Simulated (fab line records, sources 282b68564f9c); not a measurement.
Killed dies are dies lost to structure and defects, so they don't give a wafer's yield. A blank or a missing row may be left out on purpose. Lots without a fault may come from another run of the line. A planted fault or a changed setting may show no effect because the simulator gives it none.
Problem report in the 8D (eight disciplines) form, filled by code | flow rit_cmos | the parts of the form that need people (team, actions taken, sign-off) are left out

1. THE PROBLEM
ACTIVE_NITRIDE_THK at RIT_ACTIVE_THK_MEAS_04 reads a mean of 194.3 nm on 6 wafers of 2 lots; wafers without a fault read 149.9 nm with a standard deviation of 1.4. That is +32 standard deviations from the usual mean.
First seen on wafer L797.2, day 3 10:32, on film_metro-03. The record holds 42 wafers of 14 lots with a number at this step. Rule for "out", or "out of limits": more than 4 standard deviations from the usual mean. The other wafers with a number count as sound.

2. WHAT IT IS AND WHAT IT IS NOT
question                    | is                     | is not
which readings at this step | ACTIVE_NITRIDE_THK     | -
which lots                  | L797, L798             | L788, L789, L790, L791, L792, L793, L802, L803, L804, L807, L810, L811
which wafers of those lots  | all that have a number | -
read on which gauges        | film_metro-03          | film_metro-01, film_metro-04
when                        | from day 3 10:32       | up to then (18 sound wafers); but 18 sound wafers of L802, L803, L804, L807, L810, L811 came after

3. SUSPECTS, AND WHAT RULES EACH OUT
Counting: a tool at a process step up to the reading stays a suspect if it ran every lot that is out and no sound lot after the first of them.
- the gauge at RIT_ACTIVE_THK_MEAS_04: ruled out. All the wafers that are out were read on film_metro-03, but those of them that RIT_ACTIVE_CVD_03 has rows for are out there too, on other tools.
- lpcvd-02 at RIT_ACTIVE_CVD_03 (deposits Si3N4 from SiH2Cl2/NH3, target thk 150 nm, time 1500 s): kept. It ran every lot that is out, first L797 (day 3 09:07), and no sound lot after that; its last sound lot up to then is L791 (day 2 03:07). Its own readings are out on those wafers: spike_tc_centre_C, spike_tc_load_C, spike_tc_source_C, susceptor_temp_C.
Left after counting: lpcvd-02 at RIT_ACTIVE_CVD_03.

4. THE CAUSE (what the simulator had put in)
Process parameter drift: lpcvd-02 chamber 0, from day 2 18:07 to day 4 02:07, at RIT_ACTIVE_CVD_03. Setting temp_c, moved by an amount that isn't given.
Counting left only this tool.

5. THE CHAIN OF EFFECTS, in route order
Each row: a reading whose mean over the struck wafers that have a number lies more than 3 standard deviations from the usual. Only readings for which the record gives a usual standard deviation are gone through. hours: the time from each lot's start at the first step in this table that gives one to its start at this step, as a median over the lots. sigmas: the change in usual standard deviations.
hours | step                   | reading            | usual      | on struck wafers | change | sigmas
0     | RIT_ACTIVE_CVD_03      | spike_tc_centre_C  | 812.9 C    | 826.7            | +13.8  | +13
0     | RIT_ACTIVE_CVD_03      | spike_tc_load_C    | 830.6 C    | 849.2            | +18.6  | +9.8
0     | RIT_ACTIVE_CVD_03      | spike_tc_source_C  | 833.5 C    | 846.4            | +12.9  | +7.6
0     | RIT_ACTIVE_CVD_03      | susceptor_temp_C   | 809.9 C    | 824.9            | +15.0  | +45
1     | RIT_ACTIVE_THK_MEAS_04 | ACTIVE_NITRIDE_THK | 149.9 nm   | 194.3            | +44.4  | +32
3     | RIT_ACTIVE_ETCH_13     | oes_product_au     | 0.824 a.u. | 0.960            | +0.136 | +12
The process steps in it:
- RIT_ACTIVE_CVD_03: deposits Si3N4 from SiH2Cl2/NH3, target thk 150 nm, time 1500 s.
- RIT_ACTIVE_ETCH_13: etches Si3N4 in SF6, stops on SiO2, time 210 s, target depth 210 nm.
Later measuring or inspecting steps at which every struck wafer that the step has a row for has a number for every such reading, and none has moved that far: RIT_NWELL_TW_MEAS_10, RIT_GATE_CD_MEAS_90.

6. WHAT WOULD HAVE CAUGHT IT SOONER
In this record the first reading out of limits at a measuring or inspecting step was taken at day 3 10:32, 16 hours after the fault began at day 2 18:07.
The tool's own readings at RIT_ACTIVE_CVD_03 were out on every struck wafer that the step has a row for (spike_tc_centre_C, spike_tc_load_C, spike_tc_source_C, susceptor_temp_C): an alarm limit on them would have fired on the first of those.
Of the lots that are out (2), L798 began RIT_ACTIVE_CVD_03 on lpcvd-02 after day 3 10:32. A hold on the tool at that time would have spared it.
